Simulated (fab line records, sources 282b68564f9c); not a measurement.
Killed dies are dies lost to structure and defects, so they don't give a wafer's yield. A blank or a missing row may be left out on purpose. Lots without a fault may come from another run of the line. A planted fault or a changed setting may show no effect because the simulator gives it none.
Which tool did it? | flow rit_cmos | 13 lots, 39 wafers sampled, at 4 steps of a route of 202

WHAT THE GAUGES READ, wafer by wafer
RIT_NLDD_TW_MEAS_10.
lot  | measured    | on            | NLDD_TW
L568 | day 3 00:17 | film_metro-03 | 2474 2486 2477
L569 | day 3 06:18 | film_metro-03 | 2472 2471 2464
L570 | day 3 09:22 | film_metro-01 | 2472 2486 2466
L572 | day 3 20:32 | film_metro-03 | 2474 2484 2474
L573 | day 4 00:10 | film_metro-03 | 2469 2488 2489
L576 | day 4 16:28 | film_metro-01 | 2483 2490 2490
L578 | day 5 02:46 | film_metro-03 | 2475 2485 2481
L582 | day 5 21:06 | film_metro-03 | 2472 2468 2480
L586 | day 6 17:59 | film_metro-01 | 2479 2485 2486
L587 | day 6 19:08 | film_metro-01 | 2491 2486 2489
L588 | day 6 22:44 | film_metro-02 | 2490 2490 2501
L589 | day 7 07:07 | film_metro-02 | 2477 2476 2483
L591 | day 7 18:11 | film_metro-02 | 2473 2489 2473

RIT_SPACER_THK_MEAS_04.
lot  | measured    | on            | SPACER_NITRIDE_THK (nm)
L568 | day 3 04:04 | film_metro-04 | 251.1 250.4 248.7
L569 | day 3 10:05 | film_metro-04 | 248.2 246.1 247.4
L570 | day 3 13:19 | film_metro-04 | 251.5 253.9 251.4
L572 | day 4 00:23 | film_metro-03 | 251.6 251.5 251.1
L573 | day 4 05:01 | film_metro-03 | 250.5 247.9 248.7
L576 | day 4 21:58 | film_metro-03 | 248.6 251.4 249.4
L578 | day 5 07:37 | film_metro-04 | 252.0 248.2 249.9
L582 | day 6 02:00 | film_metro-04 | 250.9 249.9 249.8
L586 | day 6 21:53 | film_metro-04 | 248.4 250.1 248.2
L587 | day 6 23:52 | film_metro-02 | 248.0 248.3 249.4
L588 | day 7 03:35 | film_metro-04 | 249.5 251.0 248.9
L589 | day 7 11:01 | film_metro-02 | 246.5 246.2 247.5
L591 | day 7 21:57 | film_metro-02 | 250.7 251.9 251.2

RIT_CONTACT_CD_MEAS_08: target cd 1000 nm.
lot  | measured    | on        | cd_nm (nm)
L568 | day 3 09:55 | cd_sem-01 | 1002.0 1000.7 1000.6
L569 | day 3 15:59 | cd_sem-02 | 996.9 996.4 997.8
L570 | day 3 19:16 | cd_sem-01 | 1001.4 1000.5 1001.5
L572 | day 4 05:56 | cd_sem-01 | 998.1 998.2 999.8
L573 | day 4 10:52 | cd_sem-01 | 998.5 998.7 998.8
L576 | day 5 04:01 | cd_sem-02 | 1000.0 996.9 998.5
L578 | day 5 13:32 | cd_sem-02 | 1000.3 998.5 999.7
L582 | day 6 07:59 | cd_sem-02 | 994.2 995.4 993.8
L586 | day 7 03:35 | cd_sem-02 | 999.3 999.2 1001.5
L587 | day 7 05:45 | cd_sem-01 | 1000.6 1001.5 1001.5
L588 | day 7 09:23 | cd_sem-02 | 1001.5 1000.2 1000.6
L589 | day 7 16:39 | cd_sem-01 | 995.0 996.8 994.3
L591 | day 8 03:53 | cd_sem-02 | 995.0 994.1 996.4

WHICH TOOL RAN EACH LOT (tool, then ch and the chambers of the sampled wafers, then the start)
lot  | RIT_ACTIVE_CVD_03
L568 | lpcvd-01 ch 0, day 1 12:17
L569 | lpcvd-01 ch 0, day 1 17:16
L570 | lpcvd-01 ch 1, day 1 22:07
L572 | lpcvd-02 ch 1, day 2 08:07
L573 | lpcvd-01 ch 0, day 2 14:31
L576 | lpcvd-02 ch 0, day 3 06:50
L578 | lpcvd-01 ch 1, day 3 15:24
L582 | lpcvd-02 ch 1, day 4 10:07
L586 | lpcvd-01 ch 0, day 5 07:23
L587 | lpcvd-01 ch 1, day 5 11:57
L588 | lpcvd-01 ch 1, day 5 16:56
L589 | lpcvd-01 ch 0, day 5 21:59
L591 | lpcvd-01 ch 0, day 6 07:41
- RIT_ACTIVE_CVD_03: deposits Si3N4 from SiH2Cl2/NH3, target thk 150 nm, time 1500 s.

WHAT THE TOOLS THEMSELVES READ (means of the sampled wafers that have a number; where no wafer has one, the mark that the record gives instead)
RIT_ACTIVE_CVD_03.
lot  | tool     | pressure_mtorr (mTorr)
L568 | lpcvd-01 | 299.7
L569 | lpcvd-01 | 300.2
L570 | lpcvd-01 | 300.4
L572 | lpcvd-02 | 299.1
L573 | lpcvd-01 | 300.4
L576 | lpcvd-02 | 300.1
L578 | lpcvd-01 | 300.1
L582 | lpcvd-02 | 299.8
L586 | lpcvd-01 | 300.9
L587 | lpcvd-01 | 299.3
L588 | lpcvd-01 | 300.0
L589 | lpcvd-01 | 299.9
L591 | lpcvd-01 | 300.2

THE ANSWER, worked out from the rows above alone
Rule: what is usual is taken from the lots themselves. Put in order of their means at a reading, lots are off if they are a third of the lots or fewer, leave a main group of 4 or more, and stand apart from it by a gap of 3 or more times the standard deviation of the main group's means; of several such gaps the widest counts. A main group whose means are all the same, to the digits that the tables above print for the reading, isn't used. A lot without any number at a reading at which 4 lots or more have one is off too. The other lots that the step has rows for count as sound. The gauges are gone through in route order, then the tools' own readings, and for those a lot's mean is taken as printed above. The first step at which some lot is off is used, and at that step the reading that is off furthest; a lot without a number counts as furthest.
No lot is off at any reading shown: from this, nothing can be told.

WHAT THE SIMULATOR HAD PUT IN
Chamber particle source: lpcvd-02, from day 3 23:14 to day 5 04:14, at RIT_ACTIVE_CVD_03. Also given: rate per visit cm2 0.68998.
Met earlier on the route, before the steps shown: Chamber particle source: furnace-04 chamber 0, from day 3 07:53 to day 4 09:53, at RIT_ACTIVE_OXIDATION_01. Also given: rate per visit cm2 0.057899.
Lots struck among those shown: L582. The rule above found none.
